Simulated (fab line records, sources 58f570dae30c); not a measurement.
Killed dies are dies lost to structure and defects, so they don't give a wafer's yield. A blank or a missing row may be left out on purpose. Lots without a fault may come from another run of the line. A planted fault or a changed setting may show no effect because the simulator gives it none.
A struck lot beside a sound one | flow berkeley_cmos170 | 14 steps out of a route of 331
Sound: wafers L441.1, L441.5, L441.6. Struck: wafers L460.1, L460.5, L460.6. The cause comes at the end.
At each step with rows: each side's tool, then ch and its chambers, then its first start. Under that, the readings that differ: sound wafers | struck wafers | difference of the means | sigmas: that difference in standard deviations of wafers without a fault.
alike: readings whose means differ by less than 2 such deviations, and words and numbers that are the same on both sides. not compared: withheld readings, readings that some wafer has no value for, bounds like >300 that may hide the same value, and numbers for which the record gives no deviation and whose values overlap.
The two part at a step that has a row with sigmas, a row that says differs or no value, or rows on one side only. Numbers that don't overlap but have no deviation are shown without sigmas and don't part them. A reading that every wafer of one side lacks parts them only if that side has two wafers or more.

UCB170_M2_RS_MEAS_02: measures by four-point-probe.
  sound on film_metro-04, day 9 12:21; struck on film_metro-02, day 13 03:40
  alike: M2_AL_RS
UCB170_M2_THK_MEAS_03: measures by xrf.
  sound on film_metro-04, day 9 12:28; struck on film_metro-02, day 13 03:47
  alike: M2_AL_THK
then, 3 steps without rows for these wafers: UCB170_M2_HMDS_04 (prime time 60 s); UCB170_M2_COAT_05 (resist thk 900 nm); UCB170_M2_SOFTBAKE_06 (time 60 s).
UCB170_M2_STRIP_07: strips in O2.
  sound on plasma_asher-04 ch 0,1, day 9 12:59; struck on plasma_asher-03 ch 0,1, day 13 04:17
  alike: drypump_motor_current_A, o2_flow_sccm, oes_product_au, strip_time_to_endpoint_s
  not compared: rf_hours_counter_h
then, 6 steps without rows for these wafers: UCB170_M2_STRIP_08 (strips KrF in DMSO, time 600 s); UCB170_M2_COAT_09; UCB170_M2_COAT_10 (resist thk 900 nm); UCB170_M2_SOFTBAKE_11 (time 60 s); UCB170_M2_EXPOSE_12 (exposes mask METAL2, target cd 700 nm); UCB170_M2_PEB_13.
UCB170_M2_DEVELOP_14: develop time 45 s.
  sound on litho_track-03 ch 0, day 9 14:00; struck on litho_track-03, day 13 05:00
  no value came back on the struck wafers for chill_plate_temp_C (C), develop_time_s (s), resist_line_temp_C (C); on the sound wafers chill_plate_temp_C (C) reads 22.94 22.97 22.90
  reading                             | sound             | struck            | difference | sigmas
  model.KrF_of_M2_COAT_10.thk_nm (nm) | 882.2 883.3 880.4 | 896.9 897.6 898.1 | +15.6      |
UCB170_M2_CD_MEAS_15: target cd 700 nm.
  sound on cd_sem-02, day 9 14:38; struck on cd_sem-02, day 13 05:33
  reading    | sound             | struck | difference                    | sigmas
  cd_nm (nm) | 698.1 699.6 698.2 | - - -  | no value on the struck wafers |

WHERE THEY PART
First at UCB170_M2_DEVELOP_14; last, within this record, at UCB170_M2_CD_MEAS_15.

WHY: what the simulator had put in
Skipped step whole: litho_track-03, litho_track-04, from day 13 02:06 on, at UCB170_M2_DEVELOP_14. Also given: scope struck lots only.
